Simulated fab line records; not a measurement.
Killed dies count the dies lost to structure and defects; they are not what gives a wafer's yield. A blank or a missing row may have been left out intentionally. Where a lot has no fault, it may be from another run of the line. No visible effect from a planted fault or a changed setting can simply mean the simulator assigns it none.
fab line records | flow berkeleyCmos170 | part 2 of 2: steps 26 to 35 of 35
record lots=5 | wafers=15 | lastDay=12
route steps=331 shown START@4 ZERO@6 NWELL@14 PWELL@34
lots that met no fault: from a run of the same line without faults
startH: hours from the record's first day to the start of the lot's first wafer shown | waitH: hours from the lot's prior step to this one | " identical to the entry in the row above | L1.1+2: a single row standing in for several wafers | - no value, or no start given | * or withheld: withheld | < > ~ a bound
route shown NAME@n: names a module that has steps shown in the file, with the first one's number in the route | usual: average and standard deviation across the fault-free wafers | same: alike in all rows | chamber/n: place in a boat | sites: each site's reading | _std_site: standard deviation across them | _edge_site: mean of outer sites minus mean of inner sites | radiusMm: how far each site lies from the wafer's centre | mask NAME#n: copy n | behind: tool/chamber where the wafer was last shaped | hold: why the lot went on hold/how many hours it stayed there/how the hold came to an end | device: transistor that didn't switch, given as n, p or np | end of line: at the end of the route, the tests of the same wafers | for a step that has no rows: nothing shown but its recipe | killed: dies that structure and defects cost at the first sort, which is not the same as the wafer's yield | map: a wafer's dies, x killed, . not, _ none there
set.NAME: the setting as run; set.NAME@STEP: as run at that earlier step | model.NAME: the simulator's own value behind a step, which no gauge read
lots at selected steps of the route; one table per step, one row per wafer
services: the hour from which a tool's chamber was out of use, counted from the record's first day as startH (under 0 if before that day), plus the number of hours and why
## steps
# step UCB170_NWELL_STRIP_15
# recipe chemistry=O2 | powerW=400 | pressureMtorr=3500 | platenTempC=withheld | o2FlowSccm=400 | overashFraction=0.5
# usual drypumpMotorCurrentA=5.9/0.56 | o2FlowSccm=399.8/1.3 | oesProductAu=0.721/0.0046 | stripTimeToEndpointS=18.22/0.08
lot.wafer | tool           | chamber | startH | waitH | drypumpMotorCurrentA | o2FlowSccm | oesProductAu | rfHoursCounterH | stripTimeToEndpointS
L077.2    | plasmaAsher-03 | 1       | 50.59  | 0.1   | 5.7                  | 400.3      | 0.733        | 24              | 18.30
L077.4    | "              | 1       | "      | "     | 5.7                  | 399.3      | 0.713        | -               | 18.26
L077.6    | "              | 0       | "      | "     | 6.6                  | 399.8      | 0.722        | -               | 18.22
L085.1    | plasmaAsher-03 | 0       | 93.71  | 0.1   | 6.7                  | 402.9      | 0.730        | 30              | 18.24
L085.2    | "              | 1       | "      | "     | 5.7                  | 399.3      | 0.718        | 30              | 18.19
L085.5    | "              | 0       | "      | "     | 6.7                  | 402.8      | 0.728        | -               | 18.08
L086.1    | plasmaAsher-03 | 1       | 101.55 | 0.1   | 5.7                  | 401.3      | 0.722        | 30              | 18.13
L086.2    | "              | 0       | "      | "     | 6.7                  | 398.8      | 0.719        | 30              | 18.23
L086.5    | "              | 0       | "      | "     | 6.7                  | 401.3      | 0.717        | -               | 18.19
L089.4    | plasmaAsher-02 | 1       | 115.24 | 0.1   | 6.4                  | 400.8      | 0.717        | -               | 18.25
L089.5    | "              | 0       | "      | "     | 5.1                  | 398.8      | 0.721        | -               | 18.16
L089.6    | "              | 1       | "      | "     | 6.4                  | 401.0      | 0.729        | -               | 18.28
L093.4    | plasmaAsher-03 | 1       | 137.07 | 0.1   | 5.7                  | 400.5      | 0.722        | -               | 18.32
L093.5    | "              | 0       | "      | "     | 6.7                  | 401.0      | 0.713        | -               | 18.38
L093.6    | "              | 1       | "      | "     | 5.7                  | 401.9      | 0.715        | -               | 18.30
# step UCB170_NWELL_TW_MEAS_16
# usual NWELL_TW=1240/14
lot.wafer | tool         | chamber | startH | waitH | NWELL_TW
L077.2    | filmMetro-02 | -       | 50.70  | 0.1   | 1250
L077.4    | "            | -       | "      | "     | 1258
L077.6    | "            | -       | "      | "     | 1262
L085.1    | filmMetro-02 | -       | 93.81  | 0.1   | 1243
L085.2    | "            | -       | "      | "     | 1245
L085.5    | "            | -       | "      | "     | 1244
L086.1    | filmMetro-02 | -       | 101.65 | 0.1   | 1237
L086.2    | "            | -       | "      | "     | 1229
L086.5    | "            | -       | "      | "     | 1235
L089.4    | filmMetro-02 | -       | 115.33 | 0.1   | 1233
L089.5    | "            | -       | "      | "     | 1227
L089.6    | "            | -       | "      | "     | 1225
L093.4    | filmMetro-03 | -       | 137.16 | 0.1   | 1238
L093.5    | "            | -       | "      | "     | 1234
L093.6    | "            | -       | "      | "     | 1232
# step UCB170_NWELL_CLEAN_17
# recipe chemistry=SPM | tempC=120 | timeS=600
# usual tempC=120.01/0.11
lot.wafer | tool        | chamber | startH | waitH | tempC
L077.2    | wetBench-04 | 0       | 50.75  | 0.0   | 120.23
L077.4    | "           | 0       | "      | "     | 120.06
L077.6    | "           | 0       | "      | "     | 120.09
L085.1    | wetBench-03 | 1       | 93.87  | 0.1   | 119.90
L085.2    | "           | 1       | "      | "     | 119.91
L085.5    | "           | 1       | "      | "     | 120.08
L086.1    | wetBench-01 | 3       | 101.73 | 0.1   | 119.95
L086.2    | "           | 3       | "      | "     | 120.08
L086.5    | "           | 3       | "      | "     | 119.78
L089.4    | wetBench-01 | 2       | 115.36 | 0.0   | 120.04
L089.5    | "           | 2       | "      | "     | 120.00
L089.6    | "           | 2       | "      | "     | 120.02
L093.4    | wetBench-01 | 3       | 137.19 | 0.0   | 120.01
L093.5    | "           | 3       | "      | "     | 120.11
L093.6    | "           | 3       | "      | "     | 120.10
# step UCB170_NWELL_WET_ETCH_18
# recipe chemistry=H3PO4 | target=Si3N4 | tempC=160 | timeS=14400
# usual tempC=159.98/0.13
lot.wafer | tool        | chamber | startH | waitH | tempC
L077.2    | wetBench-04 | 1       | 50.93  | 0.0   | 160.13
L077.4    | "           | 1       | "      | "     | 159.98
L077.6    | "           | 1       | "      | "     | 160.10
L085.1    | wetBench-04 | 3       | 94.06  | 0.0   | 159.81
L085.2    | "           | 3       | "      | "     | 159.97
L085.5    | "           | 3       | "      | "     | 159.90
L086.1    | wetBench-04 | 2       | 101.92 | 0.0   | 159.92
L086.2    | "           | 2       | "      | "     | 159.95
L086.5    | "           | 2       | "      | "     | 159.81
L089.4    | wetBench-03 | 1       | 115.55 | 0.0   | 160.05
L089.5    | "           | 1       | "      | "     | 159.92
L089.6    | "           | 1       | "      | "     | 159.92
L093.4    | wetBench-01 | 0       | 137.37 | 0.0   | 160.21
L093.5    | "           | 0       | "      | "     | 160.08
L093.6    | "           | 0       | "      | "     | 160.04
# step UCB170_NWELL_WET_ETCH_19
# recipe chemistry=BOE | dilution=5:1 | target=SiO2 | tempC=25 | timeS=22
# usual tempC=24.99/0.11
lot.wafer | tool        | chamber | startH | waitH | tempC
L077.2    | wetBench-04 | 2       | 54.94  | 0.0   | 24.90
L077.4    | "           | 2       | "      | "     | 24.92
L077.6    | "           | 2       | "      | "     | 24.91
L085.1    | wetBench-03 | 0       | 98.07  | 0.0   | 25.17
L085.2    | "           | 0       | "      | "     | 25.00
L085.5    | "           | 0       | "      | "     | 24.98
L086.1    | wetBench-04 | 1       | 106.17 | 0.2   | 24.90
L086.2    | "           | 1       | "      | "     | 24.82
L086.5    | "           | 1       | "      | "     | 24.81
L089.4    | wetBench-04 | 2       | 119.56 | 0.0   | 25.05
L089.5    | "           | 2       | "      | "     | 24.81
L089.6    | "           | 2       | "      | "     | 24.96
L093.4    | wetBench-01 | 0       | 141.45 | 0.1   | 25.12
L093.5    | "           | 0       | "      | "     | 25.15
L093.6    | "           | 0       | "      | "     | 24.92
# step UCB170_PWELL_CLEAN_00
# recipe chemistry=SPM | tempC=120 | timeS=600
# usual tempC=120.05/0.15
lot.wafer | tool        | chamber | startH | waitH | tempC
L077.2    | wetBench-03 | 1       | 54.96  | 0.0   | 120.03
L077.4    | "           | 1       | "      | "     | 120.17
L077.6    | "           | 1       | "      | "     | 120.10
L085.1    | wetBench-04 | 1       | 98.08  | 0.0   | 119.96
L085.2    | "           | 1       | "      | "     | 120.04
L085.5    | "           | 1       | "      | "     | 120.21
L086.1    | wetBench-04 | 0       | 106.18 | 0.0   | 119.97
L086.2    | "           | 0       | "      | "     | 119.80
L086.5    | "           | 0       | "      | "     | 120.20
L089.4    | wetBench-03 | 2       | 119.58 | 0.0   | 120.10
L089.5    | "           | 2       | "      | "     | 119.92
L089.6    | "           | 2       | "      | "     | 119.99
L093.4    | wetBench-04 | 1       | 141.51 | 0.0   | 120.10
L093.5    | "           | 1       | "      | "     | 119.97
L093.6    | "           | 1       | "      | "     | 119.93
# step UCB170_PWELL_CLEAN_01
# recipe chemistry=dHF | dilution=25:1 | timeS=60
lot.wafer  | tool        | chamber | startH | waitH
L077.2+4+6 | wetBench-04 | 3       | 55.13  | 0.0
L085.1+2+5 | wetBench-03 | 0       | 98.26  | 0.0
L086.1+2+5 | wetBench-04 | 0       | 106.36 | 0.0
L089.4+5+6 | wetBench-04 | 1       | 119.75 | 0.0
L093.4+5+6 | wetBench-01 | 1       | 141.68 | 0.0
# step UCB170_PWELL_OXIDATION_02
# recipe tempC=1000 | ambient=O2 | targetThkA=264 | oxTimeS=1260
# usual tube_center_temp_C_max=1002.5/0.42
lot.wafer | tool       | chamber | startH | waitH | tube_center_temp_C_max
L077.2    | furnace-01 | 0       | 59.20  | 4.0   | 1002.1
L077.4    | "          | 0       | "      | "     | 1003.0
L077.6    | "          | 0       | "      | "     | 1001.7
L085.1    | furnace-02 | 0       | 103.61 | 5.3   | 1002.8
L085.2    | "          | 0       | "      | "     | 1002.5
L085.5    | "          | 0       | "      | "     | 1002.1
L086.1    | furnace-01 | 0       | 110.91 | 4.5   | 1002.2
L086.2    | "          | 0       | "      | "     | 1003.3
L086.5    | "          | 0       | "      | "     | 1003.1
L089.4    | furnace-02 | 0       | 126.61 | 6.8   | 1002.9
L089.5    | "          | 0       | "      | "     | 1002.2
L089.6    | "          | 0       | "      | "     | 1002.8
L093.4    | furnace-02 | 0       | 146.06 | 4.4   | 1003.4
L093.5    | "          | 0       | "      | "     | 1003.6
L093.6    | "          | 0       | "      | "     | 1002.4
# step UCB170_PWELL_THK_MEAS_03
# recipe reads=SiO2_of_PWELL_OXIDATION_02
# usual PWELL_OXIDE_THK=26.4/0.57
lot.wafer | tool         | chamber | startH | waitH | PWELL_OXIDE_THK[nm]
L077.2    | filmMetro-01 | -       | 60.56  | 0.0   | 27.6
L077.4    | "            | -       | "      | "     | 27.4
L077.6    | "            | -       | "      | "     | 27.4
L085.1    | filmMetro-01 | -       | 104.96 | 0.0   | 26.5
L085.2    | "            | -       | "      | "     | 26.7
L085.5    | "            | -       | "      | "     | 26.8
L086.1    | filmMetro-04 | -       | 112.26 | 0.0   | 25.7
L086.2    | "            | -       | "      | "     | 26.5
L086.5    | "            | -       | "      | "     | 25.9
L089.4    | filmMetro-01 | -       | 127.99 | 0.0   | 25.6
L089.5    | "            | -       | "      | "     | 25.8
L089.6    | "            | -       | "      | "     | 25.3
L093.4    | filmMetro-01 | -       | 147.44 | 0.0   | 26.2
L093.5    | "            | -       | "      | "     | 26.3
L093.6    | "            | -       | "      | "     | 26.1
# step UCB170_PWELL_ANNEAL_04
# recipe tempC=1000 | timeS=900 | ambient=N2
# usual tube_center_temp_C_max=1002.6/0.4
lot.wafer | tool       | chamber | startH | waitH | tube_center_temp_C_max
L077.2    | furnace-01 | 0       | 63.30  | 2.7   | 1002.2
L077.4    | "          | 0       | "      | "     | 1002.7
L077.6    | "          | 0       | "      | "     | 1002.9
L085.1    | furnace-01 | 0       | 109.66 | 4.7   | 1002.5
L085.2    | "          | 0       | "      | "     | 1002.8
L085.5    | "          | 0       | "      | "     | 1001.9
L086.1    | furnace-01 | 0       | 117.61 | 5.3   | 1002.3
L086.2    | "          | 0       | "      | "     | 1002.0
L086.5    | "          | 0       | "      | "     | 1002.7
L089.4    | furnace-04 | 0       | 132.57 | 4.6   | 1002.1
L089.5    | "          | 0       | "      | "     | 1002.4
L089.6    | "          | 0       | "      | "     | 1002.2
L093.4    | furnace-02 | 0       | 151.50 | 4.0   | 1002.5
L093.5    | "          | 0       | "      | "     | 1002.7
L093.6    | "          | 0       | "      | "     | 1003.0
## services
tool           | chamber | startH | hours | kind
wetBench-01    | -       | 8.38   | 1.8   | repair
furnace-04     | -       | 8.44   | 4.4   | pm
wetBench-03    | -       | 10.43  | 1.6   | repair
krfScanner-02  | -       | 14.17  | 3.6   | pm
krfScanner-02  | -       | 22.13  | 1.3   | pm
krfScanner-01  | -       | 29.85  | 1.4   | repair
furnace-04     | -       | 30.86  | 3.1   | pm
plasmaAsher-02 | -       | 32.74  | 0.8   | repair
rieDiel-04     | 1       | 34.70  | 8.0   | repair
krfScanner-01  | -       | 37.49  | 1.3   | pm
rieDiel-02     | 1       | 45.50  | 5.6   | repair
rieDiel-01     | 0       | 51.39  | 72.0  | repair
implanter-03   | -       | 58.60  | 2.7   | pm
rieDiel-02     | 0       | 69.54  | -     | clean
rieDiel-02     | 0       | 69.54  | 13.6  | scheduledDown
krfScanner-01  | -       | 71.60  | 1.0   | pm
furnace-01     | -       | 71.74  | 2.7   | pm
plasmaAsher-03 | -       | 111.45 | 2.8   | pm
krfScanner-02  | -       | 113.28 | 1.0   | pm
plasmaAsher-03 | -       | 115.00 | 2.3   | repair
krfScanner-02  | -       | 138.84 | 0.8   | pm
rieDiel-02     | 3       | 142.99 | 8.2   | repair
rieDiel-04     | -       | 144.02 | 0.5   | repair
rieDiel-02     | 1       | 147.79 | 24.1  | repair
